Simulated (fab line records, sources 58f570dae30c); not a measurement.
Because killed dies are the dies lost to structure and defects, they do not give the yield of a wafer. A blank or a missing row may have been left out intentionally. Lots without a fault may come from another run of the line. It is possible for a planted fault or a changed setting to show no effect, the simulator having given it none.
fab line records	flow berkeley_cmos170	part 1 of 2: steps 1 to 34 of 48
[record] lots = 5	wafers = 15	last_day = 12
route steps=331 shown GATE@142 PLDD@145 NLDD@158 SPACER@171 PSD@175 NSD@187
lots untouched by any fault: they come from a run of this same line in which no faults occurred
start_h: start of the lot's first displayed wafer, in hours after the record's first day	wait_h: hours from the lot's prior step to this one	" unchanged from the row above	L1.1+2: a single row standing in for several wafers	- value missing, or start not given	* or withheld: withheld	< > ~ a bound
route shown NAME@n: a module of which the file shows steps, and the number in the route of the first	usual: mean and standard deviation over wafers with no fault	same: alike in all rows	chamber/n: place in a boat	sites: readings site by site	_std_site: the standard deviation of these	_edge_site: the outer-site mean with the inner-site mean subtracted	radius_mm: for every site, how far away it sits from the centre of the wafer	mask NAME#n: copy n	behind: the last tool/chamber to shape the wafer	hold: cause of the lot's hold/its duration in hours/its outcome	device: the n, p or np transistor that did not switch	end of line: at the end of the route, the tests of the same wafers	where a step has no rows: the recipe by itself	killed: dies lost to structure and defects at the first sort, not the wafer's yield	map: a wafer's dies, x killed, . not, _ none there
set.NAME: the setting the step ran with; set.NAME@STEP: the setting that earlier step ran with	model.NAME: the simulator's own value behind a step, which no gauge read
lots at selected steps of the route; one table per step, one row per wafer
services: the hour from which a tool's chamber was out of use, counted from the record's first day as start_h (under 0 if before that day), plus the number of hours and why
[[steps]]
[step UCB170_GATE_STRIP_16]
[recipe] chemistry = O2	power_w = 400	pressure_mtorr = 3500	platen_temp_c = withheld	o2_flow_sccm = 400	overash_fraction = 0.5
[usual] drypump_motor_current_A = 5.6/0.4	oes_product_au = 0.724/0.0041
lot.wafer	tool	chamber	start_h	wait_h	drypump_motor_current_A	oes_product_au	rf_hours_counter_h
L081.1	plasma_asher-02	0	164.60	0.0	5.4	0.724	48
L081.5	"	1	"	"	5.8	0.716	-
L081.6	"	0	"	"	5.4	0.722	-
L086.1	plasma_asher-04	1	196.44	0.0	5.5	0.715	47
L086.2	"	0	"	"	6.2	0.726	47
L086.3	"	1	"	"	5.5	0.727	-
L091.1	plasma_asher-02	0	210.51	0.0	5.4	0.722	53
L091.4	"	1	"	"	5.8	0.733	-
L091.5	"	0	"	"	5.4	0.730	-
L095.1	plasma_asher-02	0	235.29	0.0	5.4	0.727	57
L095.2	"	1	"	"	5.8	0.727	57
L095.4	"	0	"	"	5.4	0.723	-
L097.1	plasma_asher-01	0	235.50	0.0	5.0	0.725	46
L097.5	"	0	"	"	5.0	0.730	-
L097.6	"	1	"	"	5.9	0.729	-
[step UCB170_GATE_CD_MEAS_90]
[recipe] target_cd_nm = 350
[usual] cd_nm = 349.3/1.5
lot.wafer	tool	chamber	start_h	wait_h	cd_nm
L081.1	cd_sem-01	-	164.75	0.1	348.4
L081.5	"	-	"	"	348.0
L081.6	"	-	"	"	347.3
L086.1	cd_sem-02	-	196.58	0.1	348.7
L086.2	"	-	"	"	348.3
L086.3	"	-	"	"	346.8
L091.1	cd_sem-02	-	210.61	0.1	347.6
L091.4	"	-	"	"	348.1
L091.5	"	-	"	"	348.5
L095.1	cd_sem-01	-	235.39	0.1	350.7
L095.2	"	-	"	"	351.5
L095.4	"	-	"	"	350.4
L097.1	cd_sem-02	-	235.60	0.1	348.3
L097.5	"	-	"	"	350.7
L097.6	"	-	"	"	350.0
[step UCB170_GATE_CLEAN_17]
[recipe] chemistry = SPM	temp_c = 120	time_s = 600
lot.wafer	tool	chamber	start_h	wait_h
L081.1+5+6	wet_bench-02	0	165.89	1.1
L086.1+2+3	wet_bench-03	0	196.70	0.1
L091.1+4+5	wet_bench-03	1	210.73	0.1
L095.1+2+4	wet_bench-02	2	235.51	0.1
L097.1+5+6	wet_bench-01	3	235.72	0.1
[step UCB170_PLDD_HMDS_00]
[recipe] prime_time_s = 60	prime_temp_c = 100
lot.wafer	tool	chamber	start_h	wait_h
L081.1+5+6	litho_track-04	0	166.07	0.0
L086.1+2+3	litho_track-04	0	196.87	0.0
L091.1+4+5	litho_track-04	0	210.99	0.1
L095.1+2+4	litho_track-04	0	235.94	0.2
L097.1+5+6	litho_track-04	0	236.39	0.5
[step UCB170_PLDD_COAT_01]
[recipe] resist = KrF	spin_rpm = 1500	resist_thk_nm = 900
lot.wafer	tool	chamber	start_h	wait_h
L081.1+5+6	litho_track-04	0	166.22	0.1
L086.1+2+3	litho_track-04	0	197.02	0.1
L091.1+4+5	litho_track-04	0	211.14	0.1
L095.1+2+4	litho_track-04	0	236.09	0.1
L097.1+5+6	litho_track-04	0	236.54	0.1
[step UCB170_PLDD_SOFTBAKE_02]
[recipe] resist = KrF	temp_c = 130	time_s = 60
lot.wafer	tool	chamber	start_h	wait_h
L081.1+5+6	litho_track-04	0	166.37	0.1
L086.1+2+3	litho_track-04	0	197.17	0.1
L091.1+4+5	litho_track-04	0	211.29	0.1
L095.1+2+4	litho_track-04	0	236.24	0.1
L097.1+5+6	litho_track-04	0	236.69	0.1
[step UCB170_PLDD_EXPOSE_03]
[recipe] mask_id = PSELECT	na = 0.5	sigma_outer = 0.6	source_shape = conventional	target_cd_nm = 1200	dose_mj = 30
lot.wafer	tool	chamber	start_h	wait_h	mask
L081.1+5+6	krf_scanner-01	0	166.76	0.4	PSELECT#0
L086.1+2+3	krf_scanner-02	0	197.32	0.1	PSELECT#0
L091.1+4+5	krf_scanner-02	0	211.44	0.1	PSELECT#0
L095.1+2+4	krf_scanner-01	0	236.39	0.1	PSELECT#0
L097.1+5+6	krf_scanner-02	0	236.97	0.2	PSELECT#0
[step UCB170_PLDD_PEB_04]
[recipe] peb_temp_c = 130	peb_time_s = withheld	resist = KrF
lot.wafer	tool	chamber	start_h	wait_h
L081.1+5+6	litho_track-01	0	166.88	0.1
L086.1+2+3	litho_track-01	0	197.44	0.1
L091.1+4+5	litho_track-01	0	211.56	0.1
L095.1+2+4	litho_track-01	0	237.01	0.6
L097.1+5+6	litho_track-04	0	237.39	0.4
[step UCB170_PLDD_DEVELOP_05]
[recipe] developer = TMAH	develop_time_s = 45	resist = KrF	dev_temp_c = 21
lot.wafer	tool	chamber	start_h	wait_h
L081.1+5+6	litho_track-01	0	-	-
L086.1+2+3	litho_track-01	0	-	-
L091.1+4+5	litho_track-01	0	-	-
L095.1+2+4	litho_track-01	0	-	-
L097.1+5+6	litho_track-04	0	-	-
[step UCB170_PLDD_CD_MEAS_06]
[recipe] target_cd_nm = 1200
[usual] cd_nm = 1200.0/1.5
lot.wafer	tool	chamber	start_h	wait_h	cd_nm
L081.1	cd_sem-02	-	167.15	-	1197.9
L081.5	"	-	"	"	1197.9
L081.6	"	-	"	"	1198.1
L086.1	cd_sem-02	-	197.71	-	1201.6
L086.2	"	-	"	"	1202.2
L086.3	"	-	"	"	1201.1
L091.1	cd_sem-02	-	211.83	-	1199.0
L091.4	"	-	"	"	1201.2
L091.5	"	-	"	"	1199.1
L095.1	cd_sem-02	-	237.29	-	1200.9
L095.2	"	-	"	"	1200.1
L095.4	"	-	"	"	1200.2
L097.1	cd_sem-02	-	237.67	-	1199.9
L097.5	"	-	"	"	1201.4
L097.6	"	-	"	"	1202.0
[step UCB170_PLDD_OVL_MEAS_07]
[usual] PLDD_OVL = 1/5.4
lot.wafer	tool	chamber	start_h	wait_h	PLDD_OVL[nm]
L081.1	overlay-02	-	167.27	0.1	10
L081.5	"	-	"	"	8
L081.6	"	-	"	"	8
L086.1	overlay-02	-	197.83	0.1	-8
L086.2	"	-	"	"	-3
L086.3	"	-	"	"	-3
L091.1	overlay-01	-	211.95	0.1	0
L091.4	"	-	"	"	-7
L091.5	"	-	"	"	-1
L095.1	overlay-02	-	237.41	0.1	-2
L095.2	"	-	"	"	-3
L095.4	"	-	"	"	-10
L097.1	overlay-02	-	237.80	0.1	-6
L097.5	"	-	"	"	-4
L097.6	"	-	"	"	-7
[step UCB170_PLDD_IMPLANT_08]
[recipe] species = BF2	dose_cm2 = 5e+13	energy_kev = 10	tilt_deg = 7	rotation_deg = 0
lot.wafer	tool	chamber	start_h	wait_h
L081.1+5+6	implanter-04	0	167.31	0.0
L086.1+2+3	implanter-01	0	197.87	0.0
L091.1+4+5	implanter-04	0	211.99	0.0
L095.1+2+4	implanter-02	0	237.44	0.0
L097.1+5+6	implanter-02	0	237.83	0.0
[step UCB170_PLDD_IMPLANT_09]
[recipe] species = BF2	dose_cm2 = 5e+13	energy_kev = 10	tilt_deg = 7	rotation_deg = 180
lot.wafer	tool	chamber	start_h	wait_h
L081.1+5+6	implanter-04	0	167.46	0.1
L086.1+2+3	implanter-01	0	198.02	0.1
L091.1+4+5	implanter-04	0	212.14	0.1
L095.1+2+4	implanter-02	0	237.59	0.1
L097.1+5+6	implanter-02	0	237.98	0.1
[step UCB170_PLDD_STRIP_10]
[recipe] chemistry = O2	power_w = 400	pressure_mtorr = 3500	platen_temp_c = withheld	o2_flow_sccm = 400	overash_fraction = 0.5
[usual] drypump_motor_current_A = 5.7/0.34	oes_product_au = 0.734/0.0047	strip_time_to_endpoint_s = 21.58/0.057
lot.wafer	tool	chamber	start_h	wait_h	drypump_motor_current_A	oes_product_au	rf_hours_counter_h	strip_time_to_endpoint_s
L081.1	plasma_asher-02	0	167.61	0.1	5.4	0.738	49	21.57
L081.5	"	0	"	"	5.4	0.732	-	21.56
L081.6	"	1	"	"	5.8	0.734	-	21.57
L086.1	plasma_asher-04	1	198.26	0.2	5.5	0.736	47	21.57
L086.2	"	0	"	"	6.2	0.737	47	21.59
L086.3	"	0	"	"	6.2	0.736	-	21.56
L091.1	plasma_asher-04	0	212.29	0.1	6.2	0.728	49	21.53
L091.4	"	0	"	"	6.2	0.738	-	21.59
L091.5	"	0	"	"	6.2	0.739	-	21.57
L095.1	plasma_asher-02	0	237.74	0.1	5.4	0.730	57	21.69
L095.2	"	1	"	"	5.8	0.741	57	21.70
L095.4	"	1	"	"	5.8	0.739	-	21.60
L097.1	plasma_asher-04	0	238.13	0.1	6.2	0.727	52	21.68
L097.5	"	0	"	"	6.2	0.737	-	21.65
L097.6	"	1	"	"	5.5	0.732	-	21.67
[step UCB170_PLDD_TW_MEAS_11]
[usual] PLDD_TW = 999/5.9
lot.wafer	tool	chamber	start_h	wait_h	PLDD_TW
L081.1	film_metro-02	-	167.71	0.1	1002
L081.5	"	-	"	"	1006
L081.6	"	-	"	"	1004
L086.1	film_metro-04	-	198.36	0.1	1004
L086.2	"	-	"	"	1007
L086.3	"	-	"	"	1007
L091.1	film_metro-01	-	212.39	0.1	997
L091.4	"	-	"	"	997
L091.5	"	-	"	"	1001
L095.1	film_metro-01	-	237.84	0.1	993
L095.2	"	-	"	"	993
L095.4	"	-	"	"	998
L097.1	film_metro-02	-	238.23	0.1	1003
L097.5	"	-	"	"	1008
L097.6	"	-	"	"	1006
[step UCB170_PLDD_CLEAN_12]
[recipe] chemistry = SPM	temp_c = 120	time_s = 600
lot.wafer	tool	chamber	start_h	wait_h
L081.1+5+6	wet_bench-03	2	167.77	0.1
L086.1+2+3	wet_bench-04	0	198.42	0.1
L091.1+4+5	wet_bench-03	2	212.60	0.2
L095.1+2+4	wet_bench-03	2	237.90	0.1
L097.1+5+6	wet_bench-03	0	238.29	0.1
[step UCB170_NLDD_HMDS_00]
[recipe] prime_time_s = 60	prime_temp_c = 100
lot.wafer	tool	chamber	start_h	wait_h
L081.1+5+6	litho_track-03	0	167.94	0.0
L086.1+2+3	litho_track-04	0	198.59	0.0
L091.1+4+5	litho_track-03	0	212.81	0.0
L095.1+2+4	litho_track-03	0	238.08	0.0
L097.1+5+6	litho_track-03	0	238.53	0.1
[step UCB170_NLDD_COAT_01]
[recipe] resist = KrF	spin_rpm = 1500	resist_thk_nm = 900
lot.wafer	tool	chamber	start_h	wait_h
L081.1+5+6	litho_track-03	0	168.09	0.1
L086.1+2+3	litho_track-04	0	198.74	0.1
L091.1+4+5	litho_track-03	0	212.96	0.1
L095.1+2+4	litho_track-03	0	238.23	0.1
L097.1+5+6	litho_track-03	0	238.68	0.1
[step UCB170_NLDD_SOFTBAKE_02]
[recipe] resist = KrF	temp_c = 130	time_s = 60
lot.wafer	tool	chamber	start_h	wait_h
L081.1+5+6	litho_track-03	0	168.24	0.1
L086.1+2+3	litho_track-04	0	198.89	0.1
L091.1+4+5	litho_track-03	0	213.11	0.1
L095.1+2+4	litho_track-03	0	238.38	0.1
L097.1+5+6	litho_track-03	0	238.83	0.1
[step UCB170_NLDD_EXPOSE_03]
[recipe] mask_id = NSELECT	na = 0.5	sigma_outer = 0.6	source_shape = conventional	target_cd_nm = 1200	dose_mj = 30
lot.wafer	tool	chamber	start_h	wait_h	mask
L081.1+5+6	krf_scanner-02	0	168.52	0.2	NSELECT#0
L086.1+2+3	krf_scanner-01	0	199.04	0.1	NSELECT#0
L091.1+4+5	krf_scanner-01	0	213.39	0.2	NSELECT#0
L095.1+2+4	krf_scanner-02	0	238.53	0.1	NSELECT#0
L097.1+5+6	krf_scanner-02	0	238.98	0.1	NSELECT#0
[step UCB170_NLDD_PEB_04]
[recipe] peb_temp_c = 130	peb_time_s = withheld	resist = KrF
lot.wafer	tool	chamber	start_h	wait_h
L081.1+5+6	litho_track-03	0	168.84	0.3
L086.1+2+3	litho_track-03	0	199.16	0.1
L091.1+4+5	litho_track-04	0	213.53	0.1
L095.1+2+4	litho_track-04	0	238.67	0.1
L097.1+5+6	litho_track-02	0	239.09	0.1
[step UCB170_NLDD_DEVELOP_05]
[recipe] developer = TMAH	develop_time_s = 45	resist = KrF	dev_temp_c = 21
lot.wafer	tool	chamber	start_h	wait_h
L081.1+5+6	litho_track-03	0	-	-
L086.1+2+3	litho_track-03	0	-	-
L091.1+4+5	litho_track-04	0	-	-
L095.1+2+4	litho_track-04	0	-	-
L097.1+5+6	litho_track-02	0	-	-
[step UCB170_NLDD_CD_MEAS_06]
[recipe] target_cd_nm = 1200
[usual] cd_nm = 1200.1/1.5
lot.wafer	tool	chamber	start_h	wait_h	cd_nm
L081.1	cd_sem-02	-	169.12	-	1200.2
L081.5	"	-	"	"	1198.3
L081.6	"	-	"	"	1199.5
L086.1	cd_sem-01	-	199.43	-	1198.8
L086.2	"	-	"	"	1197.6
L086.3	"	-	"	"	1198.1
L091.1	cd_sem-01	-	213.95	-	1200.6
L091.4	"	-	"	"	1200.4
L091.5	"	-	"	"	1200.3
L095.1	cd_sem-02	-	238.94	-	1198.3
L095.2	"	-	"	"	1197.6
L095.4	"	-	"	"	1198.0
L097.1	cd_sem-02	-	239.37	-	1196.9
L097.5	"	-	"	"	1196.5
L097.6	"	-	"	"	1199.1
[step UCB170_NLDD_OVL_MEAS_07]
[usual] NLDD_OVL = 5/6
lot.wafer	tool	chamber	start_h	wait_h	NLDD_OVL[nm]
L081.1	overlay-01	-	169.24	0.1	5
L081.5	"	-	"	"	6
L081.6	"	-	"	"	6
L086.1	overlay-02	-	199.55	0.1	6
L086.2	"	-	"	"	6
L086.3	"	-	"	"	8
L091.1	overlay-02	-	214.07	0.1	10
L091.4	"	-	"	"	7
L091.5	"	-	"	"	9
L095.1	overlay-01	-	239.06	0.1	1
L095.2	"	-	"	"	0
L095.4	"	-	"	"	6
L097.1	overlay-02	-	239.49	0.1	10
L097.5	"	-	"	"	10
L097.6	"	-	"	"	7
[step UCB170_NLDD_IMPLANT_08]
[recipe] species = As	dose_cm2 = 5e+13	energy_kev = 30	tilt_deg = 7	rotation_deg = 0
lot.wafer	tool	chamber	start_h	wait_h
L081.1+5+6	implanter-04	0	169.27	0.0
L086.1+2+3	implanter-04	0	199.59	0.0
L091.1+4+5	implanter-03	0	214.11	0.0
L095.1+2+4	implanter-03	0	239.10	0.0
L097.1+5+6	implanter-04	0	239.53	0.0
[step UCB170_NLDD_IMPLANT_09]
[recipe] species = As	dose_cm2 = 5e+13	energy_kev = 30	tilt_deg = 7	rotation_deg = 180
lot.wafer	tool	chamber	start_h	wait_h
L081.1+5+6	implanter-04	0	169.42	0.1
L086.1+2+3	implanter-04	0	199.74	0.1
L091.1+4+5	implanter-03	0	214.26	0.1
L095.1+2+4	implanter-03	0	239.25	0.1
L097.1+5+6	implanter-04	0	239.68	0.1
[step UCB170_NLDD_STRIP_10]
[recipe] chemistry = O2	power_w = 400	pressure_mtorr = 3500	platen_temp_c = withheld	o2_flow_sccm = 400	overash_fraction = 0.5
[usual] drypump_motor_current_A = 5.5/0.39	oes_product_au = 0.734/0.0043	strip_time_to_endpoint_s = 21.62/0.06
lot.wafer	tool	chamber	start_h	wait_h	drypump_motor_current_A	oes_product_au	rf_hours_counter_h	strip_time_to_endpoint_s
L081.1	plasma_asher-03	0	169.57	0.1	5.5	0.736	5	21.70
L081.5	"	1	"	"	5.1	0.736	-	21.65
L081.6	"	0	"	"	5.5	0.729	-	21.65
L086.1	plasma_asher-03	1	199.89	0.1	5.1	0.738	9	21.62
L086.2	"	0	"	"	5.5	0.738	9	21.68
L086.3	"	1	"	"	5.1	0.730	-	21.60
L091.1	plasma_asher-04	1	214.41	0.1	5.5	0.733	50	21.66
L091.4	"	0	"	"	6.2	0.737	-	21.62
L091.5	"	1	"	"	5.5	0.726	-	21.62
L095.1	plasma_asher-01	0	239.40	0.1	5.0	0.734	47	21.54
L095.2	"	1	"	"	5.8	0.733	47	21.59
L095.4	"	1	"	"	5.9	0.737	-	21.49
L097.1	plasma_asher-03	1	239.83	0.1	5.1	0.732	14	21.55
L097.5	"	0	"	"	5.5	0.738	-	21.63
L097.6	"	1	"	"	5.1	0.741	-	21.68
[step UCB170_NLDD_TW_MEAS_11]
[usual] NLDD_TW = 2198/12
lot.wafer	tool	chamber	start_h	wait_h	NLDD_TW
L081.1	film_metro-02	-	169.67	0.1	2203
L081.5	"	-	"	"	2209
L081.6	"	-	"	"	2204
L086.1	film_metro-02	-	199.99	0.1	2200
L086.2	"	-	"	"	2206
L086.3	"	-	"	"	2215
L091.1	film_metro-02	-	214.51	0.1	2193
L091.4	"	-	"	"	2205
L091.5	"	-	"	"	2193
L095.1	film_metro-02	-	239.50	0.1	2206
L095.2	"	-	"	"	2215
L095.4	"	-	"	"	2213
L097.1	film_metro-04	-	239.93	0.1	2177
L097.5	"	-	"	"	2182
L097.6	"	-	"	"	2181
[step UCB170_NLDD_CLEAN_12]
[recipe] chemistry = SPM	temp_c = 120	time_s = 600
lot.wafer	tool	chamber	start_h	wait_h
L081.1+5+6	wet_bench-04	1	170.26	0.6
L086.1+2+3	wet_bench-04	0	200.05	0.1
L091.1+4+5	wet_bench-03	0	214.57	0.1
L095.1+2+4	wet_bench-03	2	239.56	0.1
L097.1+5+6	wet_bench-03	1	239.99	0.1
[step UCB170_SPACER_CVD_00]
[recipe] material = SiO2	target_thk_nm = 376	temp_c = 390	precursor = TEOS/O2	time_s = 47	rf_w = 550	pressure_mtorr = 9000
[usual] heater_power_w = 255/49	rf_fwd_power_W = 544.6/2.3
lot.wafer	tool	chamber	start_h	wait_h	heater_power_w	rf_fwd_power_W
L081.1	pecvd-04	1	170.43	0.0	340	540.9
L081.5	"	1	"	"	348	542.5
L081.6	"	2	"	"	240	548.9
L086.1	pecvd-02	2	200.23	0.0	231	542.9
L086.2	"	0	"	"	172	545.0
L086.3	"	1	"	"	260	544.4
L091.1	pecvd-04	0	214.74	0.0	294	544.2
L091.4	"	1	"	"	339	541.4
L091.5	"	0	"	"	296	545.9
L095.1	pecvd-02	2	239.73	0.0	302	544.7
L095.2	"	1	"	"	206	543.0
L095.4	"	2	"	"	313	540.9
L097.1	pecvd-04	1	240.16	0.0	354	544.3
L097.5	"	2	"	"	237	544.1
L097.6	"	0	"	"	328	545.4
[step UCB170_SPACER_THK_MEAS_01]
[recipe] reads = SiO2_of_SPACER_CVD_00
[usual] SPACER_TEOS_THK = 378/4.9
lot.wafer	tool	chamber	start_h	wait_h	SPACER_TEOS_THK[nm]
L081.1	film_metro-03	-	170.48	0.0	380
L081.5	"	-	"	"	379
L081.6	"	-	"	"	381
L086.1	film_metro-03	-	200.27	0.0	370
L086.2	"	-	"	"	377
L086.3	"	-	"	"	383
L091.1	film_metro-03	-	214.79	0.0	374
L091.4	"	-	"	"	380
L091.5	"	-	"	"	380
L095.1	film_metro-01	-	239.78	0.0	372
L095.2	"	-	"	"	376
L095.4	"	-	"	"	374
L097.1	film_metro-04	-	240.20	0.0	374
L097.5	"	-	"	"	378
L097.6	"	-	"	"	375
[step UCB170_SPACER_ANNEAL_02]
[recipe] temp_c = 900	time_s = 1800	ambient = N2
[usual] spike_tc_load_C = 923.8/2.4	spike_tc_source_C = 922.0/2
lot.wafer	tool	chamber	start_h	wait_h	spike_tc_load_C	spike_tc_source_C
L081.1	furnace-04	0	173.92	3.4	921.2	923.4
L081.5	"	0	"	"	920.1	923.6
L081.6	"	0	"	"	923.1	924.1
L086.1	furnace-02	0	202.93	2.7	924.8	924.5
L086.2	"	0	"	"	923.5	921.8
L086.3	"	0	"	"	922.0	923.9
L091.1	furnace-04	0	216.32	1.5	920.4	924.4
L091.4	"	0	"	"	920.5	922.4
L091.5	"	0	"	"	922.2	922.9
L095.1	furnace-03	0	242.86	3.1	927.5	918.9
L095.2	"	0	"	"	926.7	918.0
L095.4	"	0	"	"	926.3	919.9
L097.1	furnace-03	0	242.86	2.7	927.0	918.9
L097.5	"	0	"	"	928.2	918.5
L097.6	"	0	"	"	925.4	920.5
[step UCB170_SPACER_ETCHBACK_03]
[recipe] stop_on = Si	target = SiO2	chemistry = CHF3/CF4/Ar	CHF3_flow_sccm = 50	cf4_flow_sccm = 10	Ar_flow_sccm = 120	pressure_mtorr = 200	rf_w = 500	target_depth_a = 3760	time_s = 100
[usual] drypump_motor_current_A = 5.8/0.47	oes_product_au = 0.903/0.019	rf_fwd_power_W = 496.8/1.7	throttle_valve_pct = 6.49/0.12
lot.wafer	tool	chamber	start_h	wait_h	drypump_motor_current_A	oes_product_au	rf_fwd_power_W	rf_hours_counter_h	throttle_valve_pct
L081.1	rie_diel-04	2	175.42	0.0	5.0	0.898	497.7	10	6.64
L081.5	"	0	"	"	6.2	0.929	498.4	-	6.34
L081.6	"	3	"	"	5.9	0.880	497.3	-	6.46
L086.1	rie_diel-04	2	204.43	0.0	5.0	0.878	500.0	11	6.65
L086.2	"	0	"	"	6.3	0.932	498.0	121	6.32
L086.3	"	1	"	"	4.8	0.923	498.0	6	6.50
L091.1	rie_diel-03	2	217.82	0.0	5.9	0.881	498.0	2	6.61
L091.4	"	3	"	"	6.5	0.897	495.7	0	6.46
L091.5	"	0	"	"	6.1	0.913	496.1	-	6.42
L095.1	rie_diel-04	0	244.36	0.0	6.3	0.921	498.0	122	6.32
L095.2	"	1	"	"	4.8	0.911	498.4	8	6.48
L095.4	"	3	"	"	5.9	0.862	496.8	58	6.48
L097.1	rie_diel-02	3	244.39	0.0	5.8	0.890	497.4	106	6.72
L097.5	"	2	"	"	5.7	0.918	494.9	-	6.33
L097.6	"	1	"	"	6.3	0.909	497.2	-	6.29
[step UCB170_PSD_HMDS_00]
[recipe] prime_time_s = 60	prime_temp_c = 100
lot.wafer	tool	chamber	start_h	wait_h
L081.1+5+6	litho_track-03	0	175.60	0.1
L086.1+2+3	litho_track-03	0	204.81	0.3
L091.1+4+5	litho_track-01	0	218.06	0.2
L095.1+2+4	litho_track-03	0	244.60	0.2
L097.1+5+6	litho_track-01	0	244.60	0.2
